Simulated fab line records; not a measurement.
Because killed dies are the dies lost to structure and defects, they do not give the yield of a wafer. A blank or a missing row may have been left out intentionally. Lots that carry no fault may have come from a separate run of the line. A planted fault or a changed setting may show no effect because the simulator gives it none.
Comparing a struck lot with a sound one    flow berkeley-cmos170    14 out of 331 route steps
Sound: these wafers, L155.1, L155.5, L155.6. The struck wafers were L165.3, L165.4, L165.5. The cause comes at the end.
At each step with rows: each side's tool, then ch and its chambers, then its first start. Under that, the readings that differ: sound wafers    struck wafers    difference of the means    sigmas: that difference in standard deviations of wafers without a fault.
alike: same words and numbers on both sides, and readings whose means sit less than 2 such deviations apart. not compared: any withheld reading, any reading some wafer has no value for, any bound like >300 that may hide the same value, and any number with overlapping values for which the record gives no deviation.
Wherever a step has rows on one side only, a row that says differs or no value, or a row with sigmas, the two part there. Non-overlapping numbers with no deviation appear without sigmas and do not part them. A reading that every wafer of one side lacks parts them only if that side has two wafers or more.

first, 4 steps without rows for these wafers: UCB170_WELLDRIVE_WET_ETCH_04 (etches SiO2 in BOE, time 120 s); UCB170_ACTIVE_CLEAN_00 (cleans in SPM, time 600 s); UCB170_ACTIVE_CLEAN_01 (cleans in dHF, time 60 s); UCB170_ACTIVE_OXIDATION_02 (target thk 26.4 nm, ox time 1260 s).
UCB170_ACTIVE_THK_MEAS_03:
  sound on film-metro-01, day 4 09:46; struck on film-metro-04, day 6 19:38
  alike: ACTIVE_OXIDE_THK
then, 2 steps without rows for these wafers: UCB170_ACTIVE_ANNEAL_04 (time 900 s); UCB170_ACTIVE_CVD_05 (deposits Si3N4 from SiH2Cl2/NH3, target thk 220 nm, time 3300 s).
UCB170_ACTIVE_THK_MEAS_06:
  sound on film-metro-04, day 4 17:35; struck on film-metro-04, day 7 01:04
  alike: ACTIVE_NITRIDE_THK
then, 4 steps without rows for these wafers: UCB170_ACTIVE_HMDS_07 (prime time 60 s); UCB170_ACTIVE_COAT_08 (resist thk 900 nm); UCB170_ACTIVE_SOFTBAKE_09 (time 60 s); UCB170_ACTIVE_EXPOSE_10 (exposes mask ACTIVE, target cd 1200 nm).
UCB170_ACTIVE_PEB_11:
  struck on litho-track-02, day 7 02:48; sound on litho-track-01 ch 0, day 4 19:24
  no value came back on the struck wafers for chill-plate-temp-C (C), exhaust-pa (Pa); on the sound wafers chill-plate-temp-C (C) reads 23.02 23.01 23.05
then, 1 step without rows for these wafers: UCB170_ACTIVE_DEVELOP_12 (develop time 45 s).

WHERE THEY PART
Only at UCB170_ACTIVE_PEB_11, as far as this record shows.

WHY: whatever the simulator had introduced
Beginning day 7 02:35, the whole step at UCB170_ACTIVE_PEB_11 was skipped on litho-track-02. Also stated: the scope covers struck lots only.
